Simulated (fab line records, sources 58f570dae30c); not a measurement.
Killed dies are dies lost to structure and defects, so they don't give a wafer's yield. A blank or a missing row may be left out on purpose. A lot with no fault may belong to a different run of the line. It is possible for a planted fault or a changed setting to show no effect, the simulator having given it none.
fab line records ; flow berkeley-cmos170
record: lots: 14; wafers: 42; last-day: 11
route steps=331 shown PWELL@47 ACTIVE@73 SPACER@171 M3@330
lots that met no fault: taken from a fault-free run of the same line
start-h: hours from the record's first day to the start of the lot's first wafer shown ; wait-h: hours from the lot's prior step to this one ; " the same as in the row above ; L1.1+2: a row that stands for several wafers ; - no value, or no start was given ; * or withheld: withheld ; < > ~ a bound
route shown NAME@n: NAME is a module with steps in the file, n the number in the route of the first one ; usual: the fault-free wafers' mean and standard deviation ; same: alike in all rows ; chamber/n: place in a boat ; sites: per-site readings ; _std_site: how widely they spread, as a standard deviation ; _edge_site: outer sites' mean less inner sites' ; radius-mm: how far each site lies from the wafer's centre ; mask NAME#n: copy n ; behind: the last tool/chamber to shape the wafer ; hold: what put the lot on hold/how long, in hours/how the hold closed ; device: names the non-switching transistor (n, p or np) ; end of line: the same wafers' tests at the end of the route ; a step given without rows: its recipe and nothing more ; killed: the dies lost at the first sort to structure and to defects; this is not the yield of the wafer ; map: per-die view of a wafer (x killed, . not killed, _ where there is no die)
set.NAME: the setting that was run; set.NAME@STEP: the one run at that earlier step ; model.NAME: the simulator's own value behind a step, which no gauge read
a sample of lots followed through the steps of the route, with each step as a table and each wafer as a row
services: when a tool's chamber went out of use (start-h, in hours from the record's first day, below 0 if earlier), for how many hours, and the reason
== steps ==
step: UCB170_PWELL_OVL_MEAS_13
usual: PWELL_OVL: 1/6.1
lot.wafer;tool;chamber;start-h;wait-h;PWELL_OVL[nm]
L783.2;overlay-01;-;56.96;-;3
L783.3;overlay-01;-;56.96;-;-3
L783.4;overlay-01;-;56.96;-;3
L784.1;overlay-01;-;57.33;-;14
L784.3;overlay-01;-;57.33;-;8
L784.6;overlay-01;-;57.33;-;-1
L785.1;overlay-01;-;62.55;-;7
L785.2;overlay-01;-;62.55;-;6
L785.6;overlay-01;-;62.55;-;5
L788.1;overlay-02;-;73.51;-;3
L788.5;overlay-02;-;73.51;-;-2
L788.6;overlay-02;-;73.51;-;-9
L787.2;overlay-02;-;73.79;-;-1
L787.3;overlay-02;-;73.79;-;-7
L787.6;overlay-02;-;73.79;-;-6
L790.1;overlay-02;-;84.05;-;2
L790.4;overlay-02;-;84.05;-;-7
L790.5;overlay-02;-;84.05;-;-8
L797.1;overlay-01;-;125.43;-;4
L797.2;overlay-01;-;125.43;-;0
L797.6;overlay-01;-;125.43;-;0
L798.1;overlay-01;-;130.17;-;4
L798.3;overlay-01;-;130.17;-;1
L798.4;overlay-01;-;130.17;-;-8
L799.1;overlay-02;-;130.38;-;5
L799.5;overlay-02;-;130.38;-;-8
L799.6;overlay-02;-;130.38;-;-4
L803.3;overlay-01;-;145.56;-;3
L803.4;overlay-01;-;145.56;-;9
L803.6;overlay-01;-;145.56;-;6
L802.1;overlay-02;-;145.82;-;3
L802.2;overlay-02;-;145.82;-;3
L802.4;overlay-02;-;145.82;-;-2
L805.4;overlay-01;-;151.14;-;2
L805.5;overlay-01;-;151.14;-;-1
L805.6;overlay-01;-;151.14;-;-2
L804.2;overlay-01;-;151.87;-;-6
L804.4;overlay-01;-;151.87;-;-2
L804.6;overlay-01;-;151.87;-;-7
L806.1;overlay-01;-;159.13;-;9
L806.3;overlay-01;-;159.13;-;13
L806.4;overlay-01;-;159.13;-;8
step: UCB170_ACTIVE_CD_MEAS_13
recipe: target-cd-nm: 1200
usual: cd-nm: 1199.7/1.7
lot.wafer;tool;chamber;start-h;wait-h;cd-nm
L783.2;cd-sem-02;-;84.05;-;1198.1
L783.3;cd-sem-02;-;84.05;-;1197.7
L783.4;cd-sem-02;-;84.05;-;1196.5
L784.1;cd-sem-02;-;84.33;-;1198.1
L784.3;cd-sem-02;-;84.33;-;1197.7
L784.6;cd-sem-02;-;84.33;-;1199.0
L785.1;cd-sem-02;-;97.00;-;1199.1
L785.2;cd-sem-02;-;97.00;-;1199.0
L785.6;cd-sem-02;-;97.00;-;1198.8
L788.1;cd-sem-01;-;109.38;-;1199.4
L788.5;cd-sem-01;-;109.38;-;1199.5
L788.6;cd-sem-01;-;109.38;-;1198.8
L787.2;cd-sem-02;-;110.12;-;1200.3
L787.3;cd-sem-02;-;110.12;-;1200.1
L787.6;cd-sem-02;-;110.12;-;1201.5
L790.1;cd-sem-02;-;117.05;-;1201.6
L790.4;cd-sem-02;-;117.05;-;1201.4
L790.5;cd-sem-02;-;117.05;-;1201.7
L797.1;cd-sem-01;-;146.72;-;1198.7
L797.2;cd-sem-01;-;146.72;-;1200.1
L797.6;cd-sem-01;-;146.72;-;1197.3
L798.1;cd-sem-01;-;158.02;-;1203.6
L798.3;cd-sem-01;-;158.02;-;1202.6
L798.4;cd-sem-01;-;158.02;-;1202.0
L799.1;cd-sem-02;-;158.08;-;1198.2
L799.5;cd-sem-02;-;158.08;-;1198.7
L799.6;cd-sem-02;-;158.08;-;1201.0
L804.2;cd-sem-02;-;178.02;-;1199.1
L804.4;cd-sem-02;-;178.02;-;1198.0
L804.6;cd-sem-02;-;178.02;-;1198.0
L805.4;cd-sem-02;-;178.46;-;1201.3
L805.5;cd-sem-02;-;178.46;-;1201.5
L805.6;cd-sem-02;-;178.46;-;1199.8
L803.3;cd-sem-01;-;179.04;-;1195.9
L803.4;cd-sem-01;-;179.04;-;1196.4
L803.6;cd-sem-01;-;179.04;-;1195.4
L802.1;cd-sem-02;-;179.10;-;1201.2
L802.2;cd-sem-02;-;179.10;-;1201.0
L802.4;cd-sem-02;-;179.10;-;1200.5
L806.1;cd-sem-01;-;184.43;-;1199.0
L806.3;cd-sem-01;-;184.43;-;1198.4
L806.4;cd-sem-01;-;184.43;-;1198.1
step: UCB170_SPACER_CVD_00
recipe: material: SiO2; target-thk-nm: 376; temp-c: 390; precursor: TEOS/O2; time-s: 47; rf-w: 550; pressure-mtorr: 9000
usual: heater-power-w: 245/48; pressure-mtorr: 9002/16; rf-fwd-power-W: 543.2/2
lot.wafer;tool;chamber;start-h;wait-h;heater-power-w;pressure-mtorr;rf-fwd-power-W
L783.2;pecvd-04;2;139.81;0.0;285;9042;544.1
L783.3;pecvd-04;1;139.81;0.0;187;8981;540.7
L783.4;pecvd-04;1;139.81;0.0;204;9005;540.2
L784.1;pecvd-02;1;140.01;0.0;219;9008;541.8
L784.3;pecvd-02;0;140.01;0.0;266;9015;539.5
L784.6;pecvd-02;0;140.01;0.0;278;8999;538.6
L785.1;pecvd-04;0;148.59;0.0;304;8994;541.1
L785.2;pecvd-04;2;148.59;0.0;224;8993;542.4
L785.6;pecvd-04;2;148.59;0.0;252;8988;546.4
L787.2;pecvd-03;2;157.32;0.0;309;8984;543.8
L787.3;pecvd-03;0;157.32;0.0;158;9010;545.4
L787.6;pecvd-03;1;157.32;0.0;193;8990;544.2
L788.1;pecvd-04;2;158.63;0.0;204;9014;765.3
L788.5;pecvd-04;2;158.63;0.0;120;9027;764.9
L788.6;pecvd-04;0;158.63;0.0;166;9001;762.9
L790.1;pecvd-04;2;165.59;0.0;168;9013;766.2
L790.4;pecvd-04;0;165.59;0.0;187;8967;764.6
L790.5;pecvd-04;1;165.59;0.0;146;8987;763.2
L797.1;pecvd-03;1;195.74;0.0;239;9022;543.6
L797.2;pecvd-03;0;195.74;0.0;191;9004;545.8
L797.6;pecvd-03;1;195.74;0.0;252;9025;543.2
L799.1;pecvd-03;1;203.82;0.0;201;8977;542.0
L799.5;pecvd-03;2;203.82;0.0;336;9025;541.5
L799.6;pecvd-03;0;203.82;0.0;136;9003;542.7
L798.1;pecvd-03;2;204.60;0.0;382;9013;544.7
L798.3;pecvd-03;0;204.60;0.0;198;8991;545.8
L798.4;pecvd-03;1;204.60;0.0;278;9009;545.0
L803.3;pecvd-03;1;232.56;0.0;225;9019;546.0
L803.4;pecvd-03;0;232.56;0.0;177;9050;547.6
L803.6;pecvd-03;2;232.56;0.0;381;9032;544.0
L804.2;pecvd-02;0;232.75;0.0;203;9008;540.5
L804.4;pecvd-02;2;232.75;0.0;241;9001;543.3
L804.6;pecvd-02;1;232.75;0.0;242;8995;544.0
L802.1;pecvd-04;1;232.82;0.0;249;9001;544.4
L802.2;pecvd-04;2;232.82;0.0;203;8990;543.1
L802.4;pecvd-04;1;232.82;0.0;247;8978;541.2
L805.4;pecvd-03;1;232.96;0.0;254;9010;547.3
L805.5;pecvd-03;2;232.96;0.0;333;8998;542.3
L805.6;pecvd-03;0;232.96;0.0;165;9010;543.0
L806.1;pecvd-02;2;241.60;0.0;239;9022;546.1
L806.3;pecvd-02;0;241.60;0.0;248;8985;541.9
L806.4;pecvd-02;1;241.60;0.0;227;8984;542.2
step: UCB170_SPACER_THK_MEAS_01
recipe: reads: SiO2_of_SPACER_CVD_00
usual: SPACER_TEOS_THK: 375/4.8
lot.wafer;tool;chamber;start-h;wait-h;hold;SPACER_TEOS_THK[nm]
L783.2;film-metro-03;-;139.86;0.0;-;369
L783.3;film-metro-03;-;139.86;0.0;-;370
L783.4;film-metro-03;-;139.86;0.0;-;374
L784.1;film-metro-02;-;140.07;0.0;-;370
L784.3;film-metro-02;-;140.07;0.0;-;370
L784.6;film-metro-02;-;140.07;0.0;-;371
L785.1;film-metro-01;-;148.64;0.0;-;375
L785.2;film-metro-01;-;148.64;0.0;-;375
L785.6;film-metro-01;-;148.64;0.0;-;377
L787.2;film-metro-03;-;157.37;0.0;-;372
L787.3;film-metro-03;-;157.37;0.0;-;373
L787.6;film-metro-03;-;157.37;0.0;-;383
L788.1;film-metro-01;-;158.67;0.0;await-dispo/0.2h/release;415
L788.5;film-metro-01;-;158.67;0.0;await-dispo/0.2h/release;417
L788.6;film-metro-01;-;158.67;0.0;await-dispo/0.2h/release;417
L788.1;film-metro-01;-;158.90;0.2;-;415
L788.5;film-metro-01;-;158.90;0.2;-;418
L788.6;film-metro-01;-;158.90;0.2;-;417
L790.1;film-metro-01;-;165.64;0.0;await-dispo/0.2h/release;420
L790.4;film-metro-01;-;165.64;0.0;await-dispo/0.2h/release;424
L790.5;film-metro-01;-;165.64;0.0;await-dispo/0.2h/release;425
L790.1;film-metro-01;-;165.94;0.3;-;420
L790.4;film-metro-01;-;165.94;0.3;-;424
L790.5;film-metro-01;-;165.94;0.3;-;425
L797.1;film-metro-02;-;195.78;0.0;-;370
L797.2;film-metro-02;-;195.78;0.0;-;373
L797.6;film-metro-02;-;195.78;0.0;-;381
L799.1;film-metro-02;-;203.86;0.0;-;373
L799.5;film-metro-02;-;203.86;0.0;-;380
L799.6;film-metro-02;-;203.86;0.0;-;380
L798.1;film-metro-02;-;204.73;0.1;-;376
L798.3;film-metro-02;-;204.73;0.1;-;368
L798.4;film-metro-02;-;204.73;0.1;-;373
L803.3;film-metro-03;-;232.62;0.0;-;369
L803.4;film-metro-03;-;232.62;0.0;-;375
L803.6;film-metro-03;-;232.62;0.0;-;368
L804.2;film-metro-02;-;232.80;0.0;-;364
L804.4;film-metro-02;-;232.80;0.0;-;377
L804.6;film-metro-02;-;232.80;0.0;-;375
L802.1;film-metro-03;-;232.86;0.0;-;367
L802.2;film-metro-03;-;232.86;0.0;-;373
L802.4;film-metro-03;-;232.86;0.0;-;374
L805.4;film-metro-02;-;233.02;0.0;-;374
L805.5;film-metro-02;-;233.02;0.0;-;373
L805.6;film-metro-02;-;233.02;0.0;-;378
L806.1;film-metro-03;-;241.64;0.0;-;374
L806.3;film-metro-03;-;241.64;0.0;-;371
L806.4;film-metro-03;-;241.64;0.0;-;378
step: UCB170_SPACER_ETCHBACK_03
recipe: stop-on: Si; target: SiO2; chemistry: CHF3/CF4/Ar; CHF3_flow_sccm: 50; cf4-flow-sccm: 10; Ar_flow_sccm: 120; pressure-mtorr: 200; rf-w: 500; target-depth-a: 3760; time-s: 100
usual: drypump-motor-current-A: 5.8/0.48; oes-product-au: 0.902/0.017; throttle-valve-pct: 6.45/0.12
lot.wafer;tool;chamber;start-h;wait-h;drypump-motor-current-A;oes-product-au;rf-hours-counter-h;throttle-valve-pct
L783.2;rie-diel-03;1;143.42;0.0;5.0;0.900;12;6.59
L783.3;rie-diel-03;0;143.42;0.0;6.6;0.888;123;6.24
L783.4;rie-diel-03;2;143.42;0.0;6.4;0.887;109;6.38
L784.1;rie-diel-01;1;143.42;0.0;5.6;0.887;50;6.54
L784.3;rie-diel-01;3;143.42;0.0;5.4;0.921;52;6.39
L784.6;rie-diel-01;2;143.42;0.0;6.0;0.884;-;6.67
L785.1;rie-diel-03;2;150.31;0.0;6.4;0.892;109;6.40
L785.2;rie-diel-03;1;150.31;0.0;5.0;0.907;12;6.60
L785.6;rie-diel-03;3;150.31;0.0;5.8;0.921;-;6.32
L787.2;rie-diel-04;3;160.22;0.0;6.2;0.879;17;6.46
L787.3;rie-diel-04;2;160.22;0.0;5.4;0.901;15;6.48
L787.6;rie-diel-04;0;160.22;0.0;5.8;0.900;-;6.47
L788.1;rie-diel-01;1;164.16;0.0;5.6;0.963;51;6.53
L788.5;rie-diel-01;0;164.16;0.0;6.1;0.965;-;6.36
L788.6;rie-diel-01;1;164.16;0.0;5.6;0.973;-;6.56
L790.1;rie-diel-04;2;169.99;0.0;5.4;0.989;15;6.49
L790.4;rie-diel-04;0;169.99;0.0;5.8;0.962;59;6.49
L790.5;rie-diel-04;0;169.99;0.0;5.8;0.967;-;6.48
L797.1;rie-diel-04;0;201.44;0.0;5.8;0.876;61;6.47
L797.2;rie-diel-04;2;201.44;0.0;5.4;0.906;16;6.49
L797.6;rie-diel-04;2;201.44;0.0;5.4;0.914;-;6.49
L798.1;rie-diel-01;1;209.26;0.0;5.5;0.901;54;6.55
L798.3;rie-diel-01;3;209.26;0.0;5.4;0.914;56;6.40
L798.4;rie-diel-01;2;209.26;0.0;6.0;0.883;112;6.67
L799.1;rie-diel-04;0;209.26;0.0;5.8;0.883;61;6.49
L799.5;rie-diel-04;0;209.26;0.0;5.8;0.892;-;6.51
L799.6;rie-diel-04;3;209.26;0.0;6.2;0.894;-;6.45
L802.1;rie-diel-04;1;234.90;0.0;5.9;0.907;36;6.62
L802.2;rie-diel-04;0;234.90;0.0;5.8;0.880;62;6.47
L802.4;rie-diel-04;2;234.90;0.0;5.4;0.907;18;6.48
L803.3;rie-diel-03;2;234.90;0.0;6.4;0.869;114;6.38
L803.4;rie-diel-03;1;234.90;0.0;5.0;0.906;18;6.61
L803.6;rie-diel-03;1;234.90;0.0;5.0;0.902;-;6.59
L804.2;rie-diel-01;1;234.90;0.0;5.6;0.876;55;6.55
L804.4;rie-diel-01;0;234.90;0.0;6.1;0.903;53;6.38
L804.6;rie-diel-01;0;234.90;0.0;6.1;0.893;-;6.36
L805.4;rie-diel-03;1;234.97;0.1;5.0;0.907;18;6.58
L805.5;rie-diel-03;1;234.97;0.1;5.0;0.908;-;6.60
L805.6;rie-diel-03;0;234.97;0.1;6.6;0.903;-;6.26
L806.1;rie-diel-03;2;244.49;0.0;6.4;0.890;115;6.39
L806.3;rie-diel-03;1;244.49;0.0;5.0;0.911;18;6.61
L806.4;rie-diel-03;3;244.49;0.0;5.7;0.926;45;6.30
step: UCB170_M3_BOW_MEAS_20
recipe: mode: bow
usual: M3_BOW: 36/7
lot.wafer;tool;chamber;start-h;wait-h;M3_BOW[um]
L784.1;film-metro-01;-;180.96;0.1;29
L784.3;film-metro-01;-;180.96;0.1;30
L784.6;film-metro-01;-;180.96;0.1;35
L783.2;film-metro-01;-;181.53;0.1;22
L783.3;film-metro-01;-;181.53;0.1;36
L783.4;film-metro-01;-;181.53;0.1;33
L785.1;film-metro-04;-;186.79;0.1;32
L785.2;film-metro-04;-;186.79;0.1;23
L785.6;film-metro-04;-;186.79;0.1;32
L787.2;film-metro-01;-;191.75;0.1;41
L787.3;film-metro-01;-;191.75;0.1;42
L787.6;film-metro-01;-;191.75;0.1;40
L788.1;film-metro-02;-;193.73;0.1;36
L788.5;film-metro-02;-;193.73;0.1;40
L788.6;film-metro-02;-;193.73;0.1;36
L790.1;film-metro-02;-;203.22;0.1;40
L790.4;film-metro-02;-;203.22;0.1;50
L790.5;film-metro-02;-;203.22;0.1;38
L797.1;film-metro-04;-;233.00;0.1;40
L797.2;film-metro-04;-;233.00;0.1;31
L797.6;film-metro-04;-;233.00;0.1;36
L799.1;film-metro-02;-;239.41;0.1;31
L799.5;film-metro-02;-;239.41;0.1;36
L799.6;film-metro-02;-;239.41;0.1;42
L798.1;film-metro-02;-;240.04;0.1;48
L798.3;film-metro-02;-;240.04;0.1;39
L798.4;film-metro-02;-;240.04;0.1;36
L804.2;film-metro-02;-;267.90;0.1;39
L804.4;film-metro-02;-;267.90;0.1;43
L804.6;film-metro-02;-;267.90;0.1;40
L802.1;film-metro-02;-;268.95;0.1;36
L802.2;film-metro-02;-;268.95;0.1;29
L802.4;film-metro-02;-;268.95;0.1;33
L805.4;film-metro-04;-;270.18;0.2;35
L805.5;film-metro-04;-;270.18;0.2;49
L805.6;film-metro-04;-;270.18;0.2;36
L803.3;film-metro-02;-;270.53;0.1;49
L803.4;film-metro-02;-;270.53;0.1;38
L803.6;film-metro-02;-;270.53;0.1;39
L806.1;film-metro-04;-;275.33;0.1;33
L806.3;film-metro-04;-;275.33;0.1;37
L806.4;film-metro-04;-;275.33;0.1;39
== services ==
tool;chamber;start-h;hours;kind
pecvd-04;-;119.38;0.8;repair
pecvd-02;2;132.02;13.6;repair
pecvd-03;0;133.38;4.4;repair
rie-diel-01;-;147.94;4.0;pm
pecvd-04;0;151.83;5.0;repair
rie-diel-01;2;160.63;11.7;repair
pecvd-02;1;175.72;2.5;repair
rie-diel-04;-;181.17;0.4;repair
rie-diel-01;3;226.36;2.0;repair
pecvd-04;-;234.66;1.1;repair
rie-diel-04;2;235.94;8.3;repair
pecvd-04;1;241.15;8.3;repair
pecvd-02;-;242.50;14.0;pm
pecvd-02;0;242.50;14.0;vent-cycle
pecvd-02;1;242.50;14.0;vent-cycle
pecvd-02;2;242.50;14.0;vent-cycle
== key ==
first-sign: step: UCB170_SPACER_CVD_00; reading: rf-fwd-power-W; direction: up; sigmas: 99+; usual: 543.2; struck: 764.5
effect: step: UCB170_SPACER_CVD_00; reading: heater-power-w; direction: down; sigmas: 1.7; usual: 245; struck: 165
effect: step: UCB170_SPACER_THK_MEAS_01; reading: visit; direction: added
effect: step: UCB170_SPACER_THK_MEAS_01; reading: SPACER_TEOS_THK; direction: up; sigmas: 9.2; usual: 375; struck: 420
effect: step: UCB170_SPACER_ETCHBACK_03; reading: oes-product-au; direction: up; sigmas: 4; usual: 0.902; struck: 0.970
met-at UCB170_SPACER_CVD_00
struck-lots L788,L790
sort-left-out L788.1,L788.5,L788.6,L790.1,L790.4,L790.5
tester-left-out L788,L790
not-acting-at UCB170_PWELL_OVL_MEAS_13,UCB170_ACTIVE_CD_MEAS_13,UCB170_M3_BOW_MEAS_20
onset-between 148.59 158.63
fault: kind: process-parameter-drift; tool: pecvd-04; chamber: -; onset-h: 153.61; steps: UCB170_SPACER_CVD_00; channel: rf-w; offset: 220; shape: step; end-h: 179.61; acts-in: these-recipes-only; stated: 550
tester-left-out: of these lots the tester's yield and bins aren't shown, on N5 and GAA mostly nor the transistor test; their killed dies are dies lost to structure and defects alone, not to doping, threshold or leakage, so they don't give the yield
sort-left-out: the simulated sort isn't trusted on such a fault, so these wafers' sort isn't shown, and their yield isn't known
